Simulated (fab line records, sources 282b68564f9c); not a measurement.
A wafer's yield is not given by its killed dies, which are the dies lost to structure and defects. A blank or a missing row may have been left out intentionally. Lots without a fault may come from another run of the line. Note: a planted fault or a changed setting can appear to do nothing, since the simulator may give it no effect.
fab line records ; flow rit_cmos
[record] lots = 15; wafers = 45; last_day = 7
route steps=202 shown ACTIVE@12 NRETRO@59 NLDD@111 NSD@137 M1@202
lots that met no fault: taken from a fault-free run of the same line
start_h: hours from the record's opening day to when the first of the lot's shown wafers began ; wait_h: hours from the lot's prior step to this one ; " the same as in the row above ; L1.1+2: several wafers, shown together as one row ; - either no value or no given start ; * or withheld: withheld ; < > ~ a bound
route shown NAME@n: a module of which the file shows steps, and the number in the route of the first ; usual: the fault-free wafers' mean and standard deviation ; same: alike in all rows ; chamber/n: place in a boat ; sites: readings site by site ; _std_site: standard deviation of those values ; _edge_site: inner sites' mean taken away from outer sites' mean ; radius_mm: how far each site lies from the wafer's centre ; mask NAME#n: copy n ; behind: tool/chamber where the wafer was last shaped ; hold: what put the lot on hold/how long, in hours/how the hold closed ; device: whichever transistor did not switch (one of n, p or np) ; end of line: the tests these same wafers got at the end of their route ; a step given without rows: its recipe and nothing more ; killed: dies that structure and defects cost at the first sort, which is not the same as the wafer's yield ; map: shows each die of a wafer: x if killed, . if not, _ if none is there
set.NAME: the setting that was run; set.NAME@STEP: the one run at that earlier step ; model.NAME: the simulator's own value behind a step, which no gauge read
route steps across a sampled set of lots; one table per step, one row per wafer
services: a tool's chamber out of use, with start hour (start_h, from the record's first day; less than 0 if before it), hours out, and reason
[[steps]]
[step RIT_ACTIVE_CD_MEAS_11]
[recipe] target_cd_nm = 1400
[usual] cd_nm = 1399.9/2.2
lot.wafer;tool;chamber;start_h;wait_h;cd_nm
L563.3;cd_sem-01;-;19.84;-;1399.5
L563.4;cd_sem-01;-;19.84;-;1396.6
L563.5;cd_sem-01;-;19.84;-;1399.4
L564.2;cd_sem-01;-;24.50;-;1406.7
L564.4;cd_sem-01;-;24.50;-;1401.9
L564.6;cd_sem-01;-;24.50;-;1401.2
L565.3;cd_sem-02;-;29.84;-;1401.0
L565.4;cd_sem-02;-;29.84;-;1399.1
L565.6;cd_sem-02;-;29.84;-;1401.2
L566.1;cd_sem-02;-;35.72;-;1399.5
L566.2;cd_sem-02;-;35.72;-;1398.6
L566.6;cd_sem-02;-;35.72;-;1398.7
L567.3;cd_sem-02;-;40.34;-;1396.5
L567.4;cd_sem-02;-;40.34;-;1395.5
L567.6;cd_sem-02;-;40.34;-;1394.6
L568.1;cd_sem-01;-;44.56;-;1401.0
L568.2;cd_sem-01;-;44.56;-;1399.0
L568.3;cd_sem-01;-;44.56;-;1400.1
L569.2;cd_sem-01;-;50.66;-;1402.4
L569.4;cd_sem-01;-;50.66;-;1403.8
L569.6;cd_sem-01;-;50.66;-;1404.0
L570.3;cd_sem-02;-;55.32;-;1401.0
L570.4;cd_sem-02;-;55.32;-;1400.4
L570.5;cd_sem-02;-;55.32;-;1399.6
L571.1;cd_sem-02;-;60.24;-;1398.4
L571.4;cd_sem-02;-;60.24;-;1399.2
L571.6;cd_sem-02;-;60.24;-;1402.0
L572.1;cd_sem-01;-;65.76;-;1396.1
L572.5;cd_sem-01;-;65.76;-;1396.8
L572.6;cd_sem-01;-;65.76;-;1398.6
L573.2;cd_sem-01;-;69.84;-;1399.5
L573.3;cd_sem-01;-;69.84;-;1400.1
L573.4;cd_sem-01;-;69.84;-;1401.7
L574.1;cd_sem-01;-;74.77;-;1400.8
L574.2;cd_sem-01;-;74.77;-;1401.7
L574.3;cd_sem-01;-;74.77;-;1399.6
L581.1;cd_sem-02;-;115.82;-;1400.0
L581.2;cd_sem-02;-;115.82;-;1400.9
L581.4;cd_sem-02;-;115.82;-;1401.3
L584.3;cd_sem-02;-;124.48;-;1400.6
L584.5;cd_sem-02;-;124.48;-;1403.4
L584.6;cd_sem-02;-;124.48;-;1399.9
L585.3;cd_sem-01;-;130.65;-;1401.9
L585.4;cd_sem-01;-;130.65;-;1401.7
L585.5;cd_sem-01;-;130.65;-;1404.3
[step RIT_NRETRO_OVL_MEAS_06]
[usual] NRETRO_OVL = 0.9/1.5
lot.wafer;tool;chamber;start_h;wait_h;NRETRO_OVL[nm]
L563.3;overlay-02;-;34.52;-;1.8
L563.4;overlay-02;-;34.52;-;1.8
L563.5;overlay-02;-;34.52;-;2.3
L564.2;overlay-01;-;40.36;-;-0.9
L564.4;overlay-01;-;40.36;-;-0.9
L564.6;overlay-01;-;40.36;-;-1.4
L565.3;overlay-01;-;45.84;-;0.4
L565.4;overlay-01;-;45.84;-;-1.1
L565.6;overlay-01;-;45.84;-;1.8
L566.1;overlay-01;-;52.08;-;2.3
L566.2;overlay-01;-;52.08;-;1.0
L566.6;overlay-01;-;52.08;-;0.4
L567.3;overlay-01;-;58.12;-;3.7
L567.4;overlay-01;-;58.12;-;3.8
L567.6;overlay-01;-;58.12;-;2.9
L568.1;overlay-02;-;62.56;-;-1.1
L568.2;overlay-02;-;62.56;-;0.3
L568.3;overlay-02;-;62.56;-;-0.3
L569.2;overlay-01;-;66.08;-;2.2
L569.4;overlay-01;-;66.08;-;1.8
L569.6;overlay-01;-;66.08;-;2.1
L570.3;overlay-02;-;71.29;-;-2.9
L570.4;overlay-02;-;71.29;-;-0.8
L570.5;overlay-02;-;71.29;-;-0.3
L571.1;overlay-01;-;79.36;-;2.9
L571.4;overlay-01;-;79.36;-;0.6
L571.6;overlay-01;-;79.36;-;2.1
L572.1;overlay-02;-;84.44;-;-0.4
L572.5;overlay-02;-;84.44;-;-1.1
L572.6;overlay-02;-;84.44;-;-0.4
L573.2;overlay-01;-;84.76;-;1.3
L573.3;overlay-01;-;84.76;-;1.5
L573.4;overlay-01;-;84.76;-;1.5
L574.1;overlay-01;-;91.01;-;0.6
L574.2;overlay-01;-;91.01;-;0.0
L574.3;overlay-01;-;91.01;-;1.2
L581.1;overlay-02;-;133.85;-;-1.1
L581.2;overlay-02;-;133.85;-;0.0
L581.4;overlay-02;-;133.85;-;1.3
L584.3;overlay-01;-;140.83;-;0.9
L584.5;overlay-01;-;140.83;-;0.1
L584.6;overlay-01;-;140.83;-;1.3
L585.3;overlay-02;-;147.42;-;1.9
L585.4;overlay-02;-;147.42;-;2.6
L585.5;overlay-02;-;147.42;-;2.0
[step RIT_NLDD_IMPLANT_08]
[recipe] species = P; energy_kev = 20; dose_cm2 = 5e+14; tilt_deg = 7.245
[usual] dose_ions_cm2 = 5e+14/5.5e+11; faraday_current_uA = 1576/31
lot.wafer;tool;chamber;start_h;wait_h;dose_ions_cm2;faraday_current_uA
L563.3;implanter-02;0;47.22;0.1;5.006e+14;1611
L563.4;implanter-02;0;47.22;0.1;5.002e+14;1561
L563.5;implanter-02;0;47.22;0.1;5.005e+14;1558
L564.2;implanter-04;0;54.54;0.1;4.996e+14;1579
L564.4;implanter-04;0;54.54;0.1;4.996e+14;1576
L564.6;implanter-04;0;54.54;0.1;4.998e+14;1551
L565.3;implanter-04;0;61.46;0.1;5.003e+14;1578
L565.4;implanter-04;0;61.46;0.1;4.998e+14;1543
L565.6;implanter-04;0;61.46;0.1;5.014e+14;1558
L566.1;implanter-04;0;63.96;0.1;4.998e+14;1582
L566.2;implanter-04;0;63.96;0.1;4.996e+14;1613
L566.6;implanter-04;0;63.96;0.1;5.004e+14;1578
L567.3;implanter-04;0;73.58;0.1;5.002e+14;1545
L567.4;implanter-04;0;73.58;0.1;4.997e+14;1592
L567.6;implanter-04;0;73.58;0.1;4.999e+14;1564
L568.1;implanter-03;0;76.46;0.1;5.007e+14;1559
L568.2;implanter-03;0;76.46;0.1;4.999e+14;1583
L568.3;implanter-03;0;76.46;0.1;5.003e+14;1501
L569.2;implanter-04;0;78.91;0.1;5.009e+14;1615
L569.4;implanter-04;0;78.91;0.1;5e+14;1613
L569.6;implanter-04;0;78.91;0.1;5.009e+14;1541
L570.3;implanter-04;0;86.68;0.1;5.005e+14;1587
L570.4;implanter-04;0;86.68;0.1;5.011e+14;1558
L570.5;implanter-04;0;86.68;0.1;5.01e+14;1526
L571.1;implanter-03;0;92.73;0.1;5.007e+14;1544
L571.4;implanter-03;0;92.73;0.1;5.002e+14;1577
L571.6;implanter-03;0;92.73;0.1;5.003e+14;1623
L572.1;implanter-04;0;97.94;0.1;6.514e+14;2078
L572.5;implanter-04;0;97.94;0.1;6.505e+14;1987
L572.6;implanter-04;0;97.94;0.1;6.502e+14;2005
L573.2;implanter-04;0;99.60;0.1;6.5e+14;2064
L573.3;implanter-04;0;99.60;0.1;6.503e+14;2008
L573.4;implanter-04;0;99.60;0.1;6.494e+14;2000
L574.1;implanter-04;0;107.21;0.1;6.507e+14;2066
L574.2;implanter-04;0;107.21;0.1;6.499e+14;2095
L574.3;implanter-04;0;107.21;0.1;6.504e+14;2000
L581.1;implanter-03;0;145.79;0.1;4.999e+14;1594
L581.2;implanter-03;0;145.79;0.1;5.001e+14;1545
L581.4;implanter-03;0;145.79;0.1;4.997e+14;1555
L584.3;implanter-03;0;157.70;0.1;5.004e+14;1624
L584.5;implanter-03;0;157.70;0.1;5.002e+14;1544
L584.6;implanter-03;0;157.70;0.1;5.008e+14;1579
L585.3;implanter-03;0;161.61;0.1;4.99e+14;1540
L585.4;implanter-03;0;161.61;0.1;4.994e+14;1590
L585.5;implanter-03;0;161.61;0.1;4.99e+14;1639
[step RIT_NLDD_TW_MEAS_10]
[usual] NLDD_TW = 2480/15
lot.wafer;tool;chamber;start_h;wait_h;NLDD_TW
L563.3;film_metro-04;-;47.51;0.1;2487
L563.4;film_metro-04;-;47.51;0.1;2468
L563.5;film_metro-04;-;47.51;0.1;2483
L564.2;film_metro-04;-;54.85;0.1;2477
L564.4;film_metro-04;-;54.85;0.1;2474
L564.6;film_metro-04;-;54.85;0.1;2482
L565.3;film_metro-02;-;61.75;0.1;2483
L565.4;film_metro-02;-;61.75;0.1;2481
L565.6;film_metro-02;-;61.75;0.1;2485
L566.1;film_metro-03;-;64.28;0.1;2500
L566.2;film_metro-03;-;64.28;0.1;2483
L566.6;film_metro-03;-;64.28;0.1;2485
L567.3;film_metro-02;-;73.87;0.1;2485
L567.4;film_metro-02;-;73.87;0.1;2485
L567.6;film_metro-02;-;73.87;0.1;2486
L568.1;film_metro-04;-;76.79;0.1;2456
L568.2;film_metro-04;-;76.79;0.1;2460
L568.3;film_metro-04;-;76.79;0.1;2451
L569.2;film_metro-02;-;79.22;0.1;2475
L569.4;film_metro-02;-;79.22;0.1;2490
L569.6;film_metro-02;-;79.22;0.1;2493
L570.3;film_metro-04;-;86.97;0.1;2458
L570.4;film_metro-04;-;86.97;0.1;2454
L570.5;film_metro-04;-;86.97;0.1;2463
L571.1;film_metro-03;-;93.05;0.1;2499
L571.4;film_metro-03;-;93.05;0.1;2502
L571.6;film_metro-03;-;93.05;0.1;2492
L572.1;film_metro-03;-;98.27;0.1;2673
L572.5;film_metro-03;-;98.27;0.1;2662
L572.6;film_metro-03;-;98.27;0.1;2659
L573.2;film_metro-03;-;99.91;0.1;2667
L573.3;film_metro-03;-;99.91;0.1;2654
L573.4;film_metro-03;-;99.91;0.1;2646
L574.1;film_metro-04;-;107.54;0.1;2651
L574.2;film_metro-04;-;107.54;0.1;2637
L574.3;film_metro-04;-;107.54;0.1;2646
L581.1;film_metro-02;-;146.11;0.1;2495
L581.2;film_metro-02;-;146.11;0.1;2481
L581.4;film_metro-02;-;146.11;0.1;2495
L584.3;film_metro-04;-;157.99;0.1;2456
L584.5;film_metro-04;-;157.99;0.1;2468
L584.6;film_metro-04;-;157.99;0.1;2461
L585.3;film_metro-03;-;161.91;0.1;2493
L585.4;film_metro-03;-;161.91;0.1;2498
L585.5;film_metro-03;-;161.91;0.1;2477
[step RIT_NSD_OVL_MEAS_06]
[usual] NSD_OVL = 0.3/1.2
lot.wafer;tool;chamber;start_h;wait_h;NSD_OVL[nm]
L563.3;overlay-02;-;52.45;-;0.6
L563.4;overlay-02;-;52.45;-;1.2
L563.5;overlay-02;-;52.45;-;1.7
L564.2;overlay-02;-;60.05;-;1.7
L564.4;overlay-02;-;60.05;-;3.9
L564.6;overlay-02;-;60.05;-;1.2
L565.3;overlay-02;-;66.59;-;2.5
L565.4;overlay-02;-;66.59;-;1.5
L565.6;overlay-02;-;66.59;-;0.7
L566.1;overlay-01;-;69.39;-;-2.3
L566.2;overlay-01;-;69.39;-;-1.7
L566.6;overlay-01;-;69.39;-;-2.2
L567.3;overlay-02;-;79.04;-;1.2
L567.4;overlay-02;-;79.04;-;0.0
L567.6;overlay-02;-;79.04;-;-0.2
L568.1;overlay-02;-;81.88;-;-1.5
L568.2;overlay-02;-;81.88;-;-1.8
L568.3;overlay-02;-;81.88;-;-1.3
L569.2;overlay-01;-;84.37;-;0.7
L569.4;overlay-01;-;84.37;-;-0.1
L569.6;overlay-01;-;84.37;-;0.7
L570.3;overlay-02;-;91.94;-;-1.5
L570.4;overlay-02;-;91.94;-;-1.7
L570.5;overlay-02;-;91.94;-;-2.5
L571.1;overlay-01;-;98.07;-;1.0
L571.4;overlay-01;-;98.07;-;1.0
L571.6;overlay-01;-;98.07;-;0.6
L572.1;overlay-01;-;103.11;-;0.2
L572.5;overlay-01;-;103.11;-;1.0
L572.6;overlay-01;-;103.11;-;0.9
L573.2;overlay-01;-;105.13;-;1.3
L573.3;overlay-01;-;105.13;-;2.9
L573.4;overlay-01;-;105.13;-;1.7
L574.1;overlay-01;-;112.50;-;0.2
L574.2;overlay-01;-;112.50;-;1.9
L574.3;overlay-01;-;112.50;-;0.3
L581.1;overlay-01;-;151.10;-;2.0
L581.2;overlay-01;-;151.10;-;1.9
L581.4;overlay-01;-;151.10;-;1.7
L584.3;overlay-01;-;163.89;-;-0.3
L584.5;overlay-01;-;163.89;-;-1.2
L584.6;overlay-01;-;163.89;-;-0.2
L585.3;overlay-01;-;167.66;-;-0.8
L585.4;overlay-01;-;167.66;-;-0.2
L585.5;overlay-01;-;167.66;-;-0.1
[step RIT_SDANNEAL_RS_MEAS_07]
[recipe] thk_meas_gauge = four-point-probe
[usual] NLDD_RS = 151.7/0.61
lot.wafer;tool;chamber;start_h;wait_h;NLDD_RS[ohm/sq]
L563.3;film_metro-03;-;55.41;0.1;151.7
L563.4;film_metro-03;-;55.41;0.1;152.3
L563.5;film_metro-03;-;55.41;0.1;152.4
L564.2;film_metro-02;-;62.98;0.1;151.7
L564.4;film_metro-02;-;62.98;0.1;151.7
L564.6;film_metro-02;-;62.98;0.1;151.8
L565.3;film_metro-04;-;69.55;0.1;151.2
L565.4;film_metro-04;-;69.55;0.1;151.0
L565.6;film_metro-04;-;69.55;0.1;151.4
L566.1;film_metro-02;-;72.33;0.1;151.9
L566.2;film_metro-02;-;72.33;0.1;151.7
L566.6;film_metro-02;-;72.33;0.1;152.1
L567.3;film_metro-04;-;82.07;0.1;151.7
L567.4;film_metro-04;-;82.07;0.1;151.8
L567.6;film_metro-04;-;82.07;0.1;151.6
L568.1;film_metro-02;-;84.73;0.1;150.6
L568.2;film_metro-02;-;84.73;0.1;150.5
L568.3;film_metro-02;-;84.73;0.1;150.7
L569.2;film_metro-04;-;87.67;0.1;151.2
L569.4;film_metro-04;-;87.67;0.1;151.3
L569.6;film_metro-04;-;87.67;0.1;151.4
L570.3;film_metro-03;-;95.00;0.1;152.1
L570.4;film_metro-03;-;95.00;0.1;152.2
L570.5;film_metro-03;-;95.00;0.1;151.7
L571.1;film_metro-02;-;101.01;0.1;150.1
L571.4;film_metro-02;-;101.01;0.1;150.7
L571.6;film_metro-02;-;101.01;0.1;150.4
L572.1;film_metro-03;-;105.89;0.1;122.7
L572.5;film_metro-03;-;105.89;0.1;122.8
L572.6;film_metro-03;-;105.89;0.1;122.9
L573.2;film_metro-04;-;108.34;0.1;122.6
L573.3;film_metro-04;-;108.34;0.1;122.2
L573.4;film_metro-04;-;108.34;0.1;122.6
L574.1;film_metro-02;-;115.41;0.1;122.8
L574.2;film_metro-02;-;115.41;0.1;123.2
L574.3;film_metro-02;-;115.41;0.1;123.0
L581.1;film_metro-03;-;153.89;0.1;152.9
L581.2;film_metro-03;-;153.89;0.1;152.5
L581.4;film_metro-03;-;153.89;0.1;152.7
L584.3;film_metro-02;-;166.73;0.1;151.4
L584.5;film_metro-02;-;166.73;0.1;151.5
L584.6;film_metro-02;-;166.73;0.1;150.9
L585.3;film_metro-04;-;170.46;0.1;151.2
L585.4;film_metro-04;-;170.46;0.1;151.3
L585.5;film_metro-04;-;170.46;0.1;151.4
[step RIT_M1_PROBE_99]
[usual] killed_at_contacts = 0.0/0.16; killed_at_front_end = 6.9/2.9; killed_dies = 7.0/2.9; killed_on_rim = 1.9/1.4; killed_open = 3.4/2.1; killed_short = 3.5/1.8
[same] gross_dies = 264; killed_at_M0_to_M3 = 0; killed_at_M4_up = 0; killed_at_back_side = 0; killed_at_other = 0
lot.wafer;tool;chamber;start_h;wait_h;killed_at_contacts;killed_at_front_end;killed_dies;killed_on_rim;killed_open;killed_short
L574.1;prober-01;-;122.53;0.1;0;4;4;2;2;2
L574.2;prober-01;-;122.58;0.1;0;8;8;3;3;5
L574.3;prober-01;-;122.63;0.2;0;7;7;1;4;3
L581.1;prober-02;-;160.89;0.1;0;12;12;6;8;4
L581.2;prober-02;-;160.94;0.1;0;10;10;1;5;5
L581.4;prober-02;-;161.04;0.2;0;9;9;2;5;4
// killed by level:class
L574.1 FOX2:geometric_particle:open=1 GATE:geometric_particle:short=1 REOX:geometric_particle:open=1 SILICIDE:geometric_particle:short=1
L574.2 FOX2:geometric_particle:short=3 GATE:geometric_particle:short=1 GATE:geometric_particle:open=1 SPACER:geometric_particle:open=1 SILICIDE:geometric_particle:short=1 SILICIDE:geometric_particle:open=1
L574.3 GATE:geometric_particle:short=3 GATE:geometric_particle:open=3 SPACER:geometric_particle:open=1
L581.1 REOX:geometric_particle:open=4 SPACER:geometric_particle:short=2 FOX1:geometric_particle:open=1 FOX1:geometric_particle:short=1 GATE:geometric_particle:open=1 GATE:geometric_particle:short=1 SPACER:geometric_particle:open=1 SILICIDE:geometric_particle:open=1
L581.2 FOX2:geometric_particle:short=3 SPACER:geometric_particle:open=2 FOX1:geometric_particle:short=1 FOX2:geometric_particle:open=1 GATE:geometric_particle:open=1 GATE:geometric_particle:short=1 SILICIDE:geometric_particle:open=1
L581.4 FOX1:geometric_particle:open=2 GATE:geometric_particle:open=2 SILICIDE:geometric_particle:short=2 FOX2:geometric_particle:open=1 GATE:geometric_particle:short=1 REOX:geometric_particle:short=1
[[services]]
tool;chamber;start_h;hours;kind
implanter-03;-;43.12;5.7;pm
implanter-03;-;66.74;2.6;pm
implanter-02;-;76.55;3.1;repair
implanter-03;-;76.76;3.5;repair
implanter-03;-;121.60;4.1;repair
implanter-04;-;150.47;2.3;repair
implanter-02;-;158.31;1.0;repair
[[key]]
[first_sign] step = RIT_NLDD_IMPLANT_08; reading = dose_ions_cm2; direction = up; sigmas = 99+; usual = 5e+14; struck = 6.503e+14
[effect] step = RIT_NLDD_IMPLANT_08; reading = faraday_current_uA; direction = up; sigmas = 15; usual = 1576; struck = 2034
[effect] step = RIT_NLDD_TW_MEAS_10; reading = NLDD_TW; direction = up; sigmas = 12; usual = 2480; struck = 2655
[effect] step = RIT_SDANNEAL_RS_MEAS_07; reading = NLDD_RS; direction = down; sigmas = 47; usual = 151.7; struck = 122.8
met_at RIT_NLDD_IMPLANT_08
struck_lots L572,L573,L574
tester_left_out L572,L573,L574
not_acting_at RIT_ACTIVE_CD_MEAS_11,RIT_NRETRO_OVL_MEAS_06,RIT_NSD_OVL_MEAS_06
onset_between 86.68 97.94
[fault] kind = process_parameter_drift; tool = implanter-04; chamber = -; onset_h = 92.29; steps = RIT_NLDD_IMPLANT_08; channel = dose_cm2; offset = 1.5e+14; shape = step; end_h = 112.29; acts_in = these_recipes_only; stated = 5e+14
// tester_left_out: of these lots the tester's yield and bins aren't shown, on N5 and GAA mostly nor the transistor test; their killed dies are dies lost to structure and defects alone, not to doping, threshold or leakage, so they don't give the yield
